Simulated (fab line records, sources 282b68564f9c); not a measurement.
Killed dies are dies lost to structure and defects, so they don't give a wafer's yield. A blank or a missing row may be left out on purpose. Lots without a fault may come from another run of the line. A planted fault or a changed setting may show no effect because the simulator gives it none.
Which tool did it? | flow rit_cmos | 7 lots, 21 wafers sampled, at 2 steps of a route of 202

WHAT THE GAUGES READ, wafer by wafer
RIT_PRETRO_TW_MEAS_10.
lot  | measured    | on            | PRETRO_TW
L106 | day 2 14:19 | film_metro-01 | 475 477 471
L109 | day 3 06:36 | film_metro-03 | 469 467 468
L111 | day 3 19:34 | film_metro-01 | 471 471 468
L116 | day 4 16:58 | film_metro-03 | 464 464 465
L119 | day 5 15:34 | film_metro-01 | 470 474 472
L124 | day 6 10:25 | film_metro-02 | 473 472 471
L127 | day 6 23:01 | film_metro-03 | 469 470 465

WHICH TOOL RAN EACH LOT (tool, then ch and the chambers of the sampled wafers, then the start)
lot  | RIT_ACTIVE_STRIP_14
L106 | plasma_asher-03 ch 0, day 1 21:00
L109 | plasma_asher-01 ch 0,1, day 2 11:29
L111 | plasma_asher-03 ch 0,1, day 2 22:29
L116 | plasma_asher-01 ch 0,1, day 3 21:50
L119 | plasma_asher-01 ch 0,1, day 4 18:32
L124 | plasma_asher-03 ch 0,1, day 5 14:29
L127 | plasma_asher-03 ch 0,1, day 6 05:40
- RIT_ACTIVE_STRIP_14: strips in O2, time 180 s.

THE ANSWER, worked out from the rows above alone
Rule: what is usual is taken from the lots themselves. Put in order of their means at a reading, lots are off if they are a third of the lots or fewer, leave a main group of 4 or more, and stand apart from it by a gap of 3 or more times the standard deviation of the main group's means; of several such gaps the widest counts. A main group whose means are all the same, to the digits that the tables above print for the reading, isn't used. A lot without any number at a reading at which 4 lots or more have one is off too. The other lots that the step has rows for count as sound.
No lot is off at any reading shown: from this, nothing can be told.

WHAT THE SIMULATOR HAD PUT IN
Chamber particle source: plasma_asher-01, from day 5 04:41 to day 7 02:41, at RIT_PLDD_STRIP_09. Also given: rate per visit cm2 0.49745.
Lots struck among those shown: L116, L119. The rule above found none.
